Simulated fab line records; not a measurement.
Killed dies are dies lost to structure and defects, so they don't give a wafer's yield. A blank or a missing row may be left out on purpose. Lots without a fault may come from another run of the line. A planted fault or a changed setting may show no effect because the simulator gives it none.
Which of the tools did it?	flow ritCmos	14 lots, 42 wafers sampled, at 6 steps of a route of 202

WHAT EACH GAUGE READ, for each wafer
RIT_WELLDRIVE_RS_MEAS_01: the measuring method here is four-point-probe.
lot	measured	on	NWELL_RS (ohm/sq)
L246	day 2 04:49	filmMetro-02	275.2 276.0 275.0
L247	day 2 10:44	filmMetro-03	275.3 275.7 276.3
L249	day 2 22:52	filmMetro-03	275.5 275.2 274.3
L250	day 2 23:47	filmMetro-04	276.7 276.2 276.7
L251	day 3 05:45	filmMetro-02	275.4 275.4 274.7
L252	day 3 10:54	filmMetro-03	275.7 276.4 275.6
L254	day 3 19:50	filmMetro-03	345.2 346.0 346.5
L255	day 4 01:25	filmMetro-02	346.8 346.6 346.0
L261	day 5 07:03	filmMetro-03	276.6 275.7 275.6
L263	day 5 16:29	filmMetro-02	276.2 276.0 275.6
L264	day 5 21:53	filmMetro-03	275.0 275.0 275.6
L267	day 6 13:27	filmMetro-03	275.4 275.2 275.1
L268	day 6 17:50	filmMetro-03	275.1 274.0 274.1
L269	day 7 00:09	filmMetro-02	275.8 275.4 274.8

RIT_WELLDRIVE_RS_MEAS_02: the measuring method here is four-point-probe.
lot	measured	on	PWELL_RS (ohm/sq)
L246	day 2 04:56	filmMetro-02	429.7 430.6 429.5
L247	day 2 10:52	filmMetro-03	427.6 429.4 426.6
L249	day 2 22:59	filmMetro-03	429.4 429.7 430.5
L250	day 2 23:55	filmMetro-04	430.8 431.6 430.4
L251	day 3 05:52	filmMetro-02	427.6 427.8 428.2
L252	day 3 11:01	filmMetro-03	428.3 430.1 428.9
L254	day 3 19:58	filmMetro-03	494.4 496.0 492.6
L255	day 4 01:32	filmMetro-02	494.1 493.2 494.4
L261	day 5 07:10	filmMetro-03	429.0 429.1 428.6
L263	day 5 16:37	filmMetro-02	430.3 429.4 430.4
L264	day 5 22:01	filmMetro-03	429.8 432.2 430.8
L267	day 6 13:34	filmMetro-03	427.0 428.2 428.4
L268	day 6 17:58	filmMetro-03	431.7 430.1 430.4
L269	day 7 00:16	filmMetro-02	432.3 431.4 431.5

RIT_GATE_OVL_MEAS_17.
lot	measured	on	GATE_OVL (nm)
L246	day 2 14:16	overlay-01	-0.2 -1.1 0.1
L247	day 2 18:45	overlay-02	0.0 -1.0 -1.6
L249	day 3 08:15	overlay-02	-1.6 -1.5 -2.2
L250	day 3 08:29	overlay-01	-1.3 -0.2 -1.6
L251	day 3 14:24	overlay-02	-1.7 0.6 -1.2
L252	day 3 19:37	overlay-02	-2.1 -3.2 -1.6
L254	day 4 05:09	overlay-02	0.4 -0.7 0.0
L255	day 4 10:29	overlay-02	-2.2 -2.1 -4.0
L261	day 5 15:17	overlay-02	-3.8 -3.0 -3.5
L263	day 6 01:01	overlay-01	0.0 0.2 0.2
L264	day 6 06:53	overlay-02	-2.9 -3.6 -3.2
L267	day 6 22:07	overlay-02	-3.1 -1.0 -1.7
L268	day 7 01:59	overlay-01	-3.1 -1.0 -2.7
L269	day 7 09:28	overlay-01	-0.4 -0.4 -0.5

TOOL THAT RAN EACH LOT (tool first, then ch and the chambers of the sampled wafers, then the start)
lot	RIT_WELLDRIVE_ANNEAL_00	RIT_NRETRO_STRIP_09	RIT_PRETRO_STRIP_09
L246	furnace-03 ch 0, day 1 23:44	plasmaAsher-01 ch 1, day 2 06:38	plasmaAsher-01 ch 0, day 2 08:11
L247	furnace-01 ch 0, day 2 05:39	plasmaAsher-01 ch 0,1, day 2 12:25	plasmaAsher-04 ch 0,1, day 2 13:58
L249	furnace-01 ch 0, day 2 17:47	plasmaAsher-04 ch 0,1, day 3 00:27	plasmaAsher-03 ch 0,1, day 3 02:10
L250	furnace-03 ch 0, day 2 18:43	plasmaAsher-02 ch 0,1, day 3 01:38	plasmaAsher-04 ch 0,1, day 3 03:19
L251	furnace-03 ch 0, day 3 00:39	plasmaAsher-02 ch 1, day 3 07:17	plasmaAsher-03 ch 0,1, day 3 09:01
L252	furnace-01 ch 0, day 3 05:47	plasmaAsher-01 ch 0,1, day 3 12:35	plasmaAsher-01 ch 0,1, day 3 14:08
L254	furnace-03 ch 0, day 3 14:46	plasmaAsher-02 ch 0,1, day 3 21:31	plasmaAsher-01 ch 0,1, day 3 23:04
L255	furnace-03 ch 0, day 3 20:20	plasmaAsher-02 ch 0,1, day 4 03:06	plasmaAsher-01 ch 0,1, day 4 04:47
L261	furnace-02 ch 0, day 5 01:58	plasmaAsher-01 ch 0,1, day 5 08:37	plasmaAsher-01 ch 0,1, day 5 10:17
L263	furnace-01 ch 0, day 5 11:25	plasmaAsher-02 ch 0,1, day 5 18:10	plasmaAsher-03 ch 0,1, day 5 20:04
L264	furnace-01 ch 0, day 5 16:49	plasmaAsher-02 ch 1, day 5 23:34	plasmaAsher-04 ch 0,1, day 6 01:07
L267	furnace-02 ch 0, day 6 08:22	plasmaAsher-04 ch 0,1, day 6 15:01	plasmaAsher-03 ch 0,1, day 6 16:34
L268	furnace-01 ch 0, day 6 12:46	plasmaAsher-04 ch 0,1, day 6 19:31	plasmaAsher-04 ch 0,1, day 6 21:12
L269	furnace-03 ch 0, day 6 19:03	plasmaAsher-04 ch 0,1, day 7 01:54	plasmaAsher-04 ch 0,1, day 7 03:44
- RIT_WELLDRIVE_ANNEAL_00: time 14700 s.
- RIT_NRETRO_STRIP_09: strips in O2, time 180 s.
- RIT_PRETRO_STRIP_09: strips in O2, time 180 s.

AS READ BY THE TOOLS THEMSELVES (means over the sampled wafers that have a number; for cases with no such wafer, the mark the record gives instead)
RIT_WELLDRIVE_ANNEAL_00.
lot	tool	spikeTcCentreC (C)	spikeTcLoadC (C)	spikeTcSourceC (C)	tubeCenterTempC (C)	tube_center_temp_C_max
L246	furnace-03	1102.4	1121	1126	1100	1102.4
L247	furnace-01	1101.8	1128	1123	1100	1102.5
L249	furnace-01	1103.3	1128	1122	1100	1103.4
L250	furnace-03	1102.3	1122	1127	1100	1102.6
L251	furnace-03	1102.0	1121	1125	1100	1102.9
L252	furnace-01	1103.1	1128	1123	1100	1102.9
L254	furnace-03	1040.8	1062	1066	1040	1042.7
L255	furnace-03	1042.9	1061	1065	1040	1042.7
L261	furnace-02	1101.5	1130	1130	1100	1102.3
L263	furnace-01	1102.0	1129	1123	1100	1103.1
L264	furnace-01	1102.5	1128	1122	1100	1102.5
L267	furnace-02	1102.3	1129	1130	1100	1103.4
L268	furnace-01	1102.8	1127	1123	1100	1102.7
L269	furnace-03	1102.8	1121	1126	1100	1102.9

RIT_NRETRO_STRIP_09.
lot	tool	drypumpMotorCurrentA (A)
L246	plasmaAsher-01	6.2
L247	plasmaAsher-01	5.9
L249	plasmaAsher-04	5.8
L250	plasmaAsher-02	5.3
L251	plasmaAsher-02	4.9
L252	plasmaAsher-01	5.9
L254	plasmaAsher-02	5.7
L255	plasmaAsher-02	5.7
L261	plasmaAsher-01	5.9
L263	plasmaAsher-02	5.3
L264	plasmaAsher-02	4.9
L267	plasmaAsher-04	5.8
L268	plasmaAsher-04	5.8
L269	plasmaAsher-04	5.8

RIT_PRETRO_STRIP_09.
lot	tool	drypumpMotorCurrentA (A)
L246	plasmaAsher-01	5.4
L247	plasmaAsher-04	5.8
L249	plasmaAsher-03	5.5
L250	plasmaAsher-04	5.8
L251	plasmaAsher-03	5.5
L252	plasmaAsher-01	5.7
L254	plasmaAsher-01	5.6
L255	plasmaAsher-01	5.6
L261	plasmaAsher-01	5.9
L263	plasmaAsher-03	5.5
L264	plasmaAsher-04	5.8
L267	plasmaAsher-03	5.5
L268	plasmaAsher-04	5.8
L269	plasmaAsher-04	5.8

THE ANSWER, worked out from the rows above alone
Rule: usual is defined by the lots themselves. Put in order of their means at a reading, lots are off if they are a third of the lots or fewer, leave a main group of 4 or more, and stand apart from it by a gap of 3 or more times the standard deviation of the main group's means; of several such gaps the widest counts. If all means in a main group match to the digits the tables above print for the reading, that group is not used. A lot without any number at a reading at which 4 lots or more have one is off too. Any other lot the step has rows for is counted as sound. First the gauges in route order, then the tools' own readings, where a lot's mean is used as printed above. The first step at which some lot is off is used, and at that step the reading that is off furthest; a lot without a number counts as furthest.
Off: L254, L255, at RIT_WELLDRIVE_RS_MEAS_01 (NWELL_RS). The main group has a mean of 275.5 ohm/sq with a standard deviation of 0.54.
A tool fits if, at a process step before that reading, it ran every lot that is off, and no sound lot after the first of them. Not tried: the gauges at RIT_WELLDRIVE_RS_MEAS_01; whatever is off there is also off at RIT_WELLDRIVE_ANNEAL_00, on other tools, and gauge error can't account for it. No candidate that was tried fits.

WHAT THE SIMULATOR HAD INSERTED
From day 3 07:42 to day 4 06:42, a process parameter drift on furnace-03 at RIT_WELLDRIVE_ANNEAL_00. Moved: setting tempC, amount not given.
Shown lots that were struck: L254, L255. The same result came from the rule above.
